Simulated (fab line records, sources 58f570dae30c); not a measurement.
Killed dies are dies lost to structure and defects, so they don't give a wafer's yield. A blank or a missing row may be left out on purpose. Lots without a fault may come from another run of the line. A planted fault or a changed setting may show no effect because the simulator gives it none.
One fault seen from 2 desks | flow berkeley_cmos170 | each desk has only its own numbers; what lay behind them comes last

THE METROLOGY DESK
What the gauges read, lot by lot, whatever tool the lot ran on: means of the sampled wafers that have a number. A lot is out of limits, marked OUT, if its mean lies more than 4 standard deviations from the usual mean; the brackets give that distance.
Columns: A = PWELL_OVL at UCB170_PWELL_OVL_MEAS_13, usual 2 nm; B = PWELL_TW at UCB170_PWELL_TW_MEAS_17, usual 376; C = WELLDRIVE_OXIDE_THK at UCB170_WELLDRIVE_THK_MEAS_02, usual 197 nm
lot  | first seen here | A   | B   | C
L512 | day 3 21:07     | 12  | 382 | 199
L513 | day 3 22:14     | -5  | 371 | 197
L515 | day 4 03:43     | 5   | 380 | 202
L518 | day 4 22:42     | -11 | 372 | 205
L524 | day 6 20:53     | 7   | 373 | 208
L525 | day 6 21:08     | -2  | 382 | 206
This desk's finding: nothing out of limits on any of the 6 lots.

THE TOOL OWNER'S DESK: furnace-02
The tool's own readings at UCB170_WELLDRIVE_OXIDATION_01 (target thk 199 nm, ox time 9000 s): means of the sampled wafers that have a number, for each lot that ran on this tool. A lot is out of limits, marked OUT, if its mean lies more than 4 standard deviations from the usual mean; the brackets give that distance.
Columns: A = spike_tc_centre_C at UCB170_WELLDRIVE_OXIDATION_01, usual 1102.4 C; B = spike_tc_load_C at UCB170_WELLDRIVE_OXIDATION_01, usual 1126.7 C; C = spike_tc_source_C at UCB170_WELLDRIVE_OXIDATION_01, usual 1127.4 C; D = tube_center_temp_C at UCB170_WELLDRIVE_OXIDATION_01, usual 1100 C; E = tube_center_temp_C_max at UCB170_WELLDRIVE_OXIDATION_01, usual 1102.8; F = zone_power_source_pct at UCB170_WELLDRIVE_OXIDATION_01, usual 46 %
lot  | first seen here | A                 | B                 | C                 | D              | E                | F
L515 | day 4 11:10     | 1102.9            | 1127.6            | 1128.5            | 1100           | 1102.9           | 44
L524 | day 7 04:52     | 1110.9 (+8.5) OUT | 1134.3 (+4.5) OUT | 1135.9 (+5.6) OUT | 1108 (+79) OUT | 1110.6 (+19) OUT | 45
L525 | day 7 04:52     | 1110.7 (+8.3) OUT | 1134.2 (+4.4) OUT | 1135.9 (+5.7) OUT | 1108 (+80) OUT | 1110.7 (+19) OUT | 45
This desk's finding: out of limits on L524, L525; first on L524, day 7 04:52 (spike_tc_centre_C at UCB170_WELLDRIVE_OXIDATION_01). In limits: L515.

PUT TOGETHER
The tool owner's desk could have raised an alarm at day 7 04:52, on L524, L525.
The metrology desk saw nothing out of limits.
The metrology desk has L524, L525 on record, within its limits.
Of the lots named, all ran UCB170_WELLDRIVE_OXIDATION_01 on furnace-02.

WHAT THE SIMULATOR HAD PUT IN
Process parameter drift: furnace-02, from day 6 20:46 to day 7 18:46, at UCB170_WELLDRIVE_OXIDATION_01. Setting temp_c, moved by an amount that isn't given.
Lots struck among those shown: L524, L525.
Hours from the fault's start to each desk's first reading out of limits: the tool owner's desk, 8.
